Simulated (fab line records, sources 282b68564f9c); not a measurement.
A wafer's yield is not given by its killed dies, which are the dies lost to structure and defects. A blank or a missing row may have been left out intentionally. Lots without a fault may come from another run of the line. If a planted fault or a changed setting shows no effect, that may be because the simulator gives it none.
Which tool did it? + flow rit-cmos + 7 lots, 21 wafers sampled, at 3 steps of a route of 202

## WHAT THE GAUGES READ, wafer by wafer
RIT_GATE_THK_MEAS_09.
| lot  | measured    | on            | GATE_POLY_THK (nm) |
|------|-------------|---------------|--------------------|
| L641 | day 2 17:43 | film-metro-01 | 251.4 251.6 252.3  |
| L644 | day 3 09:47 | film-metro-01 | 250.6 251.0 251.0  |
| L647 | day 3 23:39 | film-metro-04 | 244.4 247.0 248.5  |
| L649 | day 4 11:41 | film-metro-04 | 264.3 264.6 263.9  |
| L652 | day 5 00:50 | film-metro-03 | 248.0 247.2 247.7  |
| L660 | day 6 17:56 | film-metro-01 | 248.7 249.5 248.8  |
| L663 | day 7 12:32 | film-metro-04 | 254.6 256.0 257.2  |

## EACH LOT AND THE TOOL THAT RAN IT (in order: tool; ch and the chambers of the sampled wafers; start)
| lot  | RIT_PRETRO_STRIP_09                 | RIT_GATE_CVD_08            |
|------|-------------------------------------|----------------------------|
| L641 | plasma-asher-04 ch 0,1, day 2 13:53 | lpcvd-01 ch 1, day 2 16:05 |
| L644 | plasma-asher-03 ch 0,1, day 3 06:03 | lpcvd-02 ch 0, day 3 08:10 |
| L647 | plasma-asher-02 ch 0,1, day 3 19:58 | lpcvd-01 ch 0, day 3 22:01 |
| L649 | plasma-asher-02 ch 0,1, day 4 05:59 | lpcvd-02 ch 1, day 4 10:02 |
| L652 | plasma-asher-04 ch 0,1, day 4 21:07 | lpcvd-01 ch 1, day 4 23:13 |
| L660 | plasma-asher-04 ch 0,1, day 6 12:56 | lpcvd-01 ch 1, day 6 16:18 |
| L663 | plasma-asher-02 ch 0,1, day 7 05:55 | lpcvd-02 ch 0, day 7 10:55 |
- RIT_PRETRO_STRIP_09: strips in O2, time 180 s.
- RIT_GATE_CVD_08: deposits poly-Si from SiH4, target thk 250 nm, time 2220 s.

## THE ANSWER, worked out from the rows above alone
Rule: usual is defined by the lots themselves. Put in order of their means at a reading, lots are off if they are a third of the lots or fewer, leave a main group of 4 or more, and stand apart from it by a gap of 3 or more times the standard deviation of the main group's means; of several such gaps the widest counts. A main group whose means are all the same, to the digits that the tables above print for the reading, isn't used. A lot without any number at a reading at which 4 lots or more have one is off too. All remaining lots with rows at the step are treated as sound.
No lot is off at any reading shown: from this, nothing can be told.

## WHAT THE SIMULATOR HAD PUT IN
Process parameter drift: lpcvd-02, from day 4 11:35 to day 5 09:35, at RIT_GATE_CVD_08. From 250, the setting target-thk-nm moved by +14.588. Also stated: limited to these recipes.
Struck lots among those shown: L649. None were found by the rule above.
